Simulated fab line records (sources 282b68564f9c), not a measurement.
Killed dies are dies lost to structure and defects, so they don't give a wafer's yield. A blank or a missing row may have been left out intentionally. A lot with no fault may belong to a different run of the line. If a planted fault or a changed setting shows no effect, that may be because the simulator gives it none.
fab line records	flow rit-cmos
record: lots: 12	wafers: 36	last-day: 7
route steps=202 shown ACTIVE@7
lots untouched by any fault: they come from a run of this same line in which no faults occurred
start-h: start of the lot's first displayed wafer, in hours after the record's first day	wait-h: how many hours have passed since the lot's step before this one	" the same as in the row above	L1.1+2: a row that stands for several wafers	- value missing, or start not given	* or withheld: withheld	< > ~ a bound
route shown NAME@n: a module of which the file shows steps, and the number in the route of the first	usual: average and standard deviation across the fault-free wafers	same: alike in all rows	chamber/n: place in a boat	sites: each site's reading	_std_site: their standard deviation	_edge_site: outer sites' mean less inner sites'	radius-mm: how far each site lies from the wafer's centre	mask NAME#n: copy n	behind: the most recent tool/chamber to have shaped the wafer	hold: why the lot was held/for how many hours/how that ended	device: the n, p or np transistor that did not switch	end of line: at the end of the route, the tests of the same wafers	for a step that has no rows: nothing shown but its recipe	killed: not the wafer's yield, but the dies lost to structure and defects at the first sort	map: per-die view of a wafer (x killed, . not killed, _ where there is no die)
set.NAME: the run value of the setting; set.NAME@STEP: its run value at that earlier step	model.NAME: the simulator's own value behind a step, which no gauge read
a sample of lots followed through the steps of the route, with each step as a table and each wafer as a row
== steps ==
step: RIT_ACTIVE_COAT_06
recipe: resist: NOVOLAK	spin-rpm: 3250	resist-thk-nm: 1000
lot.wafer	tool	chamber	start-h	wait-h
L264.2+4+6	litho-track-03	0	13.79	0.1
L265.1+2+3	litho-track-02	0	20.15	0.1
L266.2+4+5	litho-track-03	0	26.63	0.1
L267.1+2+5	litho-track-02	0	29.82	0.1
L271.1+2+6	litho-track-04	0	48.74	0.1
L279.3+4+6	litho-track-04	0	88.79	0.1
L280.3+4+6	litho-track-02	0	93.79	0.1
L281.3+5+6	litho-track-03	0	98.79	0.1
L283.1+2+3	litho-track-03	0	108.74	0.1
L285.1+3+4	litho-track-02	0	118.74	0.1
L286.1+3+5	litho-track-02	0	123.74	0.1
L287.1+2+4	litho-track-03	0	128.74	0.1
step: RIT_ACTIVE_CD_MEAS_11
recipe: target-cd-nm: 1400
usual: cd-nm: 1400.4/2.6
lot.wafer	tool	chamber	start-h	wait-h	cd-nm
L264.2	cd-sem-02	-	14.61	-	1406.2
L264.4	"	-	"	"	1404.7
L264.6	"	-	"	"	1404.1
L265.1	cd-sem-01	-	20.85	-	1395.8
L265.2	"	-	"	"	1394.0
L265.3	"	-	"	"	1395.1
L266.2	cd-sem-02	-	27.32	-	1401.9
L266.4	"	-	"	"	1403.5
L266.5	"	-	"	"	1402.7
L267.1	cd-sem-02	-	30.52	-	1399.6
L267.2	"	-	"	"	1398.5
L267.5	"	-	"	"	1399.8
L271.1	cd-sem-02	-	49.44	-	1333.5
L271.2	"	-	"	"	1330.4
L271.6	"	-	"	"	1331.0
L279.3	cd-sem-02	-	89.48	-	1337.9
L279.4	"	-	"	"	1338.2
L279.6	"	-	"	"	1337.4
L280.3	cd-sem-02	-	94.60	-	1399.6
L280.4	"	-	"	"	1396.6
L280.6	"	-	"	"	1398.6
L281.3	cd-sem-02	-	99.72	-	1402.8
L281.5	"	-	"	"	1402.9
L281.6	"	-	"	"	1405.0
L283.1	cd-sem-02	-	109.44	-	1399.0
L283.2	"	-	"	"	1398.4
L283.3	"	-	"	"	1396.8
L285.1	cd-sem-02	-	119.44	-	1400.8
L285.3	"	-	"	"	1399.3
L285.4	"	-	"	"	1400.5
L286.1	cd-sem-02	-	124.52	-	1398.0
L286.3	"	-	"	"	1397.4
L286.5	"	-	"	"	1399.9
L287.1	cd-sem-02	-	129.44	-	1401.4
L287.2	"	-	"	"	1399.8
L287.4	"	-	"	"	1400.8
== key ==
first-sign: step: RIT_ACTIVE_CD_MEAS_11	reading: cd-nm	direction: down	sigmas: 25	usual: 1400.4	struck: 1334.7	through: control-loop
effect none on later readings
met-at RIT_ACTIVE_COAT_06
struck-lots L271,L279
tester-left-out L271,L279
loop-trim: step: RIT_ACTIVE_EXPOSE_08	setting: dose	lots: L279
fault: kind: process-parameter-drift	tool: litho-track-04	chamber: -	onset-h: 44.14	steps: RIT_ACTIVE_COAT_06	channel: resist-thk-nm	offset: -520	shape: step	end-h: 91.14	acts-in: these-recipes-only	stated: 1000
tester-left-out: of these lots the tester's yield and bins aren't shown, on N5 and GAA mostly nor the transistor test; their killed dies are dies lost to structure and defects alone, not to doping, threshold or leakage, so they don't give the yield
loop-trim: a control loop set the setting to another value than it would have without faults
